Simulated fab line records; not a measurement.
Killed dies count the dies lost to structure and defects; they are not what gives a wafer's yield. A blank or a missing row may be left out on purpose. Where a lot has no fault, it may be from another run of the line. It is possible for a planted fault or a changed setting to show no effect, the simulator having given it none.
Which tool is to blame? || flow berkeleyCmos170 || Sampling: 13 lots, 39 wafers, 4 of 331 route steps

WHAT EACH GAUGE READ, for each wafer
UCB170_NLDD_OVL_MEAS_07. Usual: for NLDD_OVL the level is 0 nm and the standard deviation is 5.6.
{"lot": "L616", "measured": "day 7 05:46", "on": "overlay-02", "NLDD_OVL (nm)": "2 2 -7", "flag": ""}
{"lot": "L618", "measured": "day 7 16:20", "on": "overlay-02", "NLDD_OVL (nm)": "3 -5 9", "flag": ""}
{"lot": "L617", "measured": "day 7 16:26", "on": "overlay-01", "NLDD_OVL (nm)": "-1 -5 0", "flag": ""}
{"lot": "L619", "measured": "day 8 07:13", "on": "overlay-02", "NLDD_OVL (nm)": "6 7 14", "flag": ""}
{"lot": "L620", "measured": "day 8 07:35", "on": "overlay-01", "NLDD_OVL (nm)": "-2 -4 -6", "flag": ""}
{"lot": "L621", "measured": "day 8 17:20", "on": "overlay-02", "NLDD_OVL (nm)": "0 2 -1", "flag": ""}
{"lot": "L622", "measured": "day 9 02:03", "on": "overlay-02", "NLDD_OVL (nm)": "7 2 -5", "flag": ""}
{"lot": "L625", "measured": "day 9 02:37", "on": "overlay-01", "NLDD_OVL (nm)": "1 6 7", "flag": ""}
{"lot": "L627", "measured": "day 9 18:18", "on": "overlay-01", "NLDD_OVL (nm)": "0 -6 -2", "flag": ""}
{"lot": "L630", "measured": "day 10 07:25", "on": "overlay-02", "NLDD_OVL (nm)": "-1 -2 -7", "flag": ""}
{"lot": "L632", "measured": "day 11 05:41", "on": "overlay-02", "NLDD_OVL (nm)": "-12 2 0", "flag": ""}
{"lot": "L636", "measured": "day 11 12:49", "on": "overlay-02", "NLDD_OVL (nm)": "2 -2 4", "flag": ""}
{"lot": "L638", "measured": "day 12 14:53", "on": "overlay-02", "NLDD_OVL (nm)": "4 -4 0", "flag": ""}

UCB170_V2_THK_MEAS_04. Usual: for V2_POLISHED_THK the level is 1000.6 nm and the standard deviation is 1.3.
{"lot": "L616", "measured": "day 8 11:10", "on": "filmMetro-03", "V2_POLISHED_THK (nm)": "1000.9 1002.7 1000.8", "flag": ""}
{"lot": "L618", "measured": "day 9 00:55", "on": "filmMetro-01", "V2_POLISHED_THK (nm)": "1002.7 1002.4 1003.5", "flag": ""}
{"lot": "L617", "measured": "day 9 00:22", "on": "filmMetro-01", "V2_POLISHED_THK (nm)": "998.4 999.7 998.7", "flag": ""}
{"lot": "L619", "measured": "day 9 10:57", "on": "filmMetro-01", "V2_POLISHED_THK (nm)": "1002.0 1002.0 1002.8", "flag": ""}
{"lot": "L620", "measured": "day 9 12:29", "on": "filmMetro-01", "V2_POLISHED_THK (nm)": "1000.0 1000.4 1000.5", "flag": ""}
{"lot": "L621", "measured": "day 9 19:46", "on": "filmMetro-01", "V2_POLISHED_THK (nm)": "999.6 999.2 1000.7", "flag": ""}
{"lot": "L622", "measured": "day 10 05:52", "on": "filmMetro-01", "V2_POLISHED_THK (nm)": "1001.6 1002.1 1002.7", "flag": ""}
{"lot": "L625", "measured": "day 10 09:16", "on": "filmMetro-04", "V2_POLISHED_THK (nm)": "1000.2 998.6 999.1", "flag": ""}
{"lot": "L627", "measured": "day 10 23:41", "on": "filmMetro-03", "V2_POLISHED_THK (nm)": "1339.5 1000.4 1000.1", "flag": "OFF"}
{"lot": "L630", "measured": "day 11 11:17", "on": "filmMetro-03", "V2_POLISHED_THK (nm)": "1000.0 1001.0 1001.9", "flag": ""}
{"lot": "L632", "measured": "day 12 14:06", "on": "filmMetro-04", "V2_POLISHED_THK (nm)": "1001.4 1001.7 1000.2", "flag": ""}
{"lot": "L636", "measured": "day 12 18:08", "on": "filmMetro-01", "V2_POLISHED_THK (nm)": "999.8 1000.6 1001.0", "flag": ""}
{"lot": "L638", "measured": "day 13 20:31", "on": "filmMetro-03", "V2_POLISHED_THK (nm)": "1001.1 1000.2 999.8", "flag": ""}

WHAT TOOL EACH LOT RAN ON (gives the tool, then ch and the chambers of the sampled wafers, and finally the start)
{"lot": "L616", "UCB170_M2_STRIP_07": "plasmaAsher-04 ch 0,1, day 8 08:19", "UCB170_V2_CMP_02": "cmp-02 ch 0,1,3, day 8 10:47"}
{"lot": "L618", "UCB170_M2_STRIP_07": "plasmaAsher-01 ch 1, day 8 22:29", "UCB170_V2_CMP_02": "cmp-02 ch 1,3, day 9 00:32"}
{"lot": "L617", "UCB170_M2_STRIP_07": "plasmaAsher-04 ch 0,1, day 8 21:56", "UCB170_V2_CMP_02": "cmp-01 ch 0,3, day 8 23:57"}
{"lot": "L619", "UCB170_M2_STRIP_07": "plasmaAsher-03 ch 0,1, day 9 08:33", "UCB170_V2_CMP_02": "cmp-02 ch 0,1, day 9 10:32"}
{"lot": "L620", "UCB170_M2_STRIP_07": "plasmaAsher-01 ch 0,1, day 9 10:00", "UCB170_V2_CMP_02": "cmp-02 ch 1,3, day 9 12:04"}
{"lot": "L621", "UCB170_M2_STRIP_07": "plasmaAsher-04 ch 0,1, day 9 17:11", "UCB170_V2_CMP_02": "cmp-01 ch 0,2,3, day 9 19:20"}
{"lot": "L622", "UCB170_M2_STRIP_07": "plasmaAsher-01 ch 0, day 10 02:50", "UCB170_V2_CMP_02": "cmp-02 ch 1,2, day 10 05:29"}
{"lot": "L625", "UCB170_M2_STRIP_07": "plasmaAsher-03 ch 0,1, day 10 05:23", "UCB170_V2_CMP_02": "cmp-01 ch 1,2,3, day 10 08:50"}
{"lot": "L627", "UCB170_M2_STRIP_07": "plasmaAsher-03 ch 0,1, day 10 21:19", "UCB170_V2_CMP_02": "cmp-01 ch 1,2,3, day 10 23:16"}
{"lot": "L630", "UCB170_M2_STRIP_07": "plasmaAsher-01 ch 0,1, day 11 08:56", "UCB170_V2_CMP_02": "cmp-02 ch 2,3, day 11 10:52"}
{"lot": "L632", "UCB170_M2_STRIP_07": "plasmaAsher-03 ch 0,1, day 12 11:13", "UCB170_V2_CMP_02": "cmp-02 ch 0,1, day 12 13:41"}
{"lot": "L636", "UCB170_M2_STRIP_07": "plasmaAsher-04 ch 0,1, day 12 14:54", "UCB170_V2_CMP_02": "cmp-02 ch 1,2,3, day 12 17:43"}
{"lot": "L638", "UCB170_M2_STRIP_07": "plasmaAsher-03 ch 0,1, day 13 14:29", "UCB170_V2_CMP_02": "cmp-02 ch 0,1,3, day 13 20:05"}
- UCB170_M2_STRIP_07: strips in O2.
- UCB170_V2_CMP_02: polishes SiO2.

WHAT THE TOOLS THEMSELVES READ (means of the sampled wafers that have a number; where no wafer has one, the mark that the record gives instead)
UCB170_M2_STRIP_07. Usual: drypumpMotorCurrentA 5.50 A, standard deviation 0.16; oesProductAu 0.734 a.u., standard deviation 0.0046; stripTimeToEndpointS 21.97 s, standard deviation 0.061.
{"lot": "L616", "tool": "plasmaAsher-04", "drypumpMotorCurrentA (A)": 5.59, "oesProductAu (a.u.)": 0.733, "stripTimeToEndpointS (s)": 22.00, "flag": ""}
{"lot": "L618", "tool": "plasmaAsher-01", "drypumpMotorCurrentA (A)": 5.43, "oesProductAu (a.u.)": 0.732, "stripTimeToEndpointS (s)": 21.91, "flag": ""}
{"lot": "L617", "tool": "plasmaAsher-04", "drypumpMotorCurrentA (A)": 5.59, "oesProductAu (a.u.)": 0.738, "stripTimeToEndpointS (s)": 21.92, "flag": ""}
{"lot": "L619", "tool": "plasmaAsher-03", "drypumpMotorCurrentA (A)": 5.37, "oesProductAu (a.u.)": 0.734, "stripTimeToEndpointS (s)": 21.97, "flag": ""}
{"lot": "L620", "tool": "plasmaAsher-01", "drypumpMotorCurrentA (A)": 5.43, "oesProductAu (a.u.)": 0.734, "stripTimeToEndpointS (s)": 21.91, "flag": ""}
{"lot": "L621", "tool": "plasmaAsher-04", "drypumpMotorCurrentA (A)": 5.70, "oesProductAu (a.u.)": 0.738, "stripTimeToEndpointS (s)": 22.03, "flag": ""}
{"lot": "L622", "tool": "plasmaAsher-01", "drypumpMotorCurrentA (A)": 5.40, "oesProductAu (a.u.)": 0.739, "stripTimeToEndpointS (s)": 22.00, "flag": ""}
{"lot": "L625", "tool": "plasmaAsher-03", "drypumpMotorCurrentA (A)": 5.39, "oesProductAu (a.u.)": 0.737, "stripTimeToEndpointS (s)": 21.86, "flag": ""}
{"lot": "L627", "tool": "plasmaAsher-03", "drypumpMotorCurrentA (A)": 5.45, "oesProductAu (a.u.)": 0.737, "stripTimeToEndpointS (s)": 22.03, "flag": ""}
{"lot": "L630", "tool": "plasmaAsher-01", "drypumpMotorCurrentA (A)": 5.41, "oesProductAu (a.u.)": 0.735, "stripTimeToEndpointS (s)": 21.90, "flag": ""}
{"lot": "L632", "tool": "plasmaAsher-03", "drypumpMotorCurrentA (A)": 5.40, "oesProductAu (a.u.)": 0.736, "stripTimeToEndpointS (s)": 21.95, "flag": ""}
{"lot": "L636", "tool": "plasmaAsher-04", "drypumpMotorCurrentA (A)": 5.72, "oesProductAu (a.u.)": 0.736, "stripTimeToEndpointS (s)": 22.00, "flag": ""}
{"lot": "L638", "tool": "plasmaAsher-03", "drypumpMotorCurrentA (A)": 5.39, "oesProductAu (a.u.)": 0.737, "stripTimeToEndpointS (s)": 21.98, "flag": ""}

UCB170_V2_CMP_02. Usual: motorCurrentA 16.7 A, standard deviation 1.5; slurryFilterDpKPa 13.52 kPa, standard deviation 0.15.
{"lot": "L616", "tool": "cmp-02", "motorCurrentA (A)": 17.0, "slurryFilterDpKPa (kPa)": 13.54, "flag": ""}
{"lot": "L618", "tool": "cmp-02", "motorCurrentA (A)": 16.9, "slurryFilterDpKPa (kPa)": 13.45, "flag": ""}
{"lot": "L617", "tool": "cmp-01", "motorCurrentA (A)": 17.3, "slurryFilterDpKPa (kPa)": 13.47, "flag": ""}
{"lot": "L619", "tool": "cmp-02", "motorCurrentA (A)": 17.7, "slurryFilterDpKPa (kPa)": 13.50, "flag": ""}
{"lot": "L620", "tool": "cmp-02", "motorCurrentA (A)": 16.7, "slurryFilterDpKPa (kPa)": 13.36, "flag": ""}
{"lot": "L621", "tool": "cmp-01", "motorCurrentA (A)": 16.0, "slurryFilterDpKPa (kPa)": 13.64, "flag": ""}
{"lot": "L622", "tool": "cmp-02", "motorCurrentA (A)": 17.6, "slurryFilterDpKPa (kPa)": 13.65, "flag": ""}
{"lot": "L625", "tool": "cmp-01", "motorCurrentA (A)": 16.3, "slurryFilterDpKPa (kPa)": 13.43, "flag": ""}
{"lot": "L627", "tool": "cmp-01", "motorCurrentA (A)": 16.2, "slurryFilterDpKPa (kPa)": 13.54, "flag": ""}
{"lot": "L630", "tool": "cmp-02", "motorCurrentA (A)": 17.0, "slurryFilterDpKPa (kPa)": 13.63, "flag": ""}
{"lot": "L632", "tool": "cmp-02", "motorCurrentA (A)": 17.6, "slurryFilterDpKPa (kPa)": 13.47, "flag": ""}
{"lot": "L636", "tool": "cmp-02", "motorCurrentA (A)": 16.4, "slurryFilterDpKPa (kPa)": 13.48, "flag": ""}
{"lot": "L638", "tool": "cmp-02", "motorCurrentA (A)": 16.9, "slurryFilterDpKPa (kPa)": 13.51, "flag": ""}

THE ANSWER, worked out from the rows above alone
Rule: take the mean of a lot's wafers that have a number; if it is more than 3 standard deviations from the usual mean, the lot is off. Also off: a lot with no number at a reading for which 4 or more lots have one. Where the step has rows for the other lots, those lots are counted as sound. First the gauges in route order, then the tools' own readings, where a lot's mean is used as printed above. At the first step where some lot is off, the reading lying furthest off is the one used; lots without a number count as furthest.
Off: L627, seen at UCB170_V2_THK_MEAS_04 (V2_POLISHED_THK).
If a tool, at a process step before that reading, ran all the lots that are off and no sound lot after the first of them, it fits. Those tools and the gauges at UCB170_V2_THK_MEAS_04 are tried in the same way. One fits: UCB170_V2_CMP_02 on cmp-01. Its last sound lot is L625 (day 10 08:50), its first lot that is off L627 (day 10 23:16): a fault that began between those two fits.

WHAT THE SIMULATOR HAD PUT IN
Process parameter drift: cmp-01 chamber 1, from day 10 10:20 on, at UCB170_V2_CMP_02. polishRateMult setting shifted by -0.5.
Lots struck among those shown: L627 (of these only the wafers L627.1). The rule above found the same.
